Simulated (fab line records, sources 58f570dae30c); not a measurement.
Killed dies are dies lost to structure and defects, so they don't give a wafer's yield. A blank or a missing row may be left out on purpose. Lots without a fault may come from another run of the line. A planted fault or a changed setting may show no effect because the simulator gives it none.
Which tool did it? | flow berkeley_cmos170 | 7 lots, 21 wafers sampled, at 4 steps of a route of 331

WHAT THE GAUGES READ, wafer by wafer
UCB170_SDANNEAL_RS_MEAS_05: measures by four-point-probe.
lot  | measured     | on            | NLDD_RS (ohm/sq)
L654 | day 8 09:04  | film_metro-01 | 613.8 613.6 614.0
L658 | day 9 02:49  | film_metro-01 | 615.4 616.5 616.6
L661 | day 9 13:59  | film_metro-01 | 619.8 617.0 617.5
L663 | day 10 11:52 | film_metro-04 | 618.6 618.8 617.4
L666 | day 11 01:41 | film_metro-01 | 614.9 614.1 615.3
L667 | day 11 01:47 | film_metro-04 | 558.9 566.3 565.1
L669 | day 11 23:22 | film_metro-02 | 558.7 555.4 575.5

WHICH TOOL RAN EACH LOT (tool, then ch and the chambers of the sampled wafers, then the start)
lot  | UCB170_NLDD_IMPLANT_08          | UCB170_SDANNEAL_RTA_00           | UCB170_SDANNEAL_RTA_01
L654 | implanter-03 ch 0, day 7 19:10  | rtp_anneal-01 ch 0, day 8 08:34  | rtp_anneal-01 ch 0, day 8 08:38
L658 | implanter-04 ch 0, day 8 15:02  | rtp_anneal-02 ch 0, day 9 02:20  | rtp_anneal-02 ch 0, day 9 02:24
L661 | implanter-03 ch 0, day 9 02:08  | rtp_anneal-02 ch 0, day 9 13:29  | rtp_anneal-02 ch 0, day 9 13:34
L663 | implanter-03 ch 0, day 9 22:38  | rtp_anneal-02 ch 0, day 10 11:23 | rtp_anneal-02 ch 0, day 10 11:28
L666 | implanter-03 ch 0, day 10 10:32 | rtp_anneal-02 ch 0, day 11 01:12 | rtp_anneal-02 ch 0, day 11 01:16
L667 | implanter-01 ch 0, day 10 16:07 | rtp_anneal-01 ch 0, day 11 01:19 | rtp_anneal-01 ch 0, day 11 01:22
L669 | implanter-01 ch 0, day 11 08:10 | rtp_anneal-01 ch 0, day 11 22:51 | rtp_anneal-01 ch 0, day 11 22:55
- UCB170_NLDD_IMPLANT_08
- UCB170_SDANNEAL_RTA_00: time 10 s.
- UCB170_SDANNEAL_RTA_01: time 5 s.

THE ANSWER, worked out from the rows above alone
Rule: what is usual is taken from the lots themselves. Put in order of their means at a reading, lots are off if they are a third of the lots or fewer, leave a main group of 4 or more, and stand apart from it by a gap of 3 or more times the standard deviation of the main group's means; of several such gaps the widest counts. A main group whose means are all the same, to the digits that the tables above print for the reading, isn't used. A lot without any number at a reading at which 4 lots or more have one is off too. The other lots that the step has rows for count as sound.
Off: L667, L669, at UCB170_SDANNEAL_RS_MEAS_05 (NLDD_RS). The main group: mean 616.2 ohm/sq, standard deviation 1.8.
A tool fits if, at a process step before that reading, it ran every lot that is off, and no sound lot after the first of them. The gauges at UCB170_SDANNEAL_RS_MEAS_05 are tried like those tools. Can't be told from this: 2 tools fit, implanter-01 at UCB170_NLDD_IMPLANT_08, rtp_anneal-01 at UCB170_SDANNEAL_RTA_00 and UCB170_SDANNEAL_RTA_01.

WHAT THE SIMULATOR HAD PUT IN
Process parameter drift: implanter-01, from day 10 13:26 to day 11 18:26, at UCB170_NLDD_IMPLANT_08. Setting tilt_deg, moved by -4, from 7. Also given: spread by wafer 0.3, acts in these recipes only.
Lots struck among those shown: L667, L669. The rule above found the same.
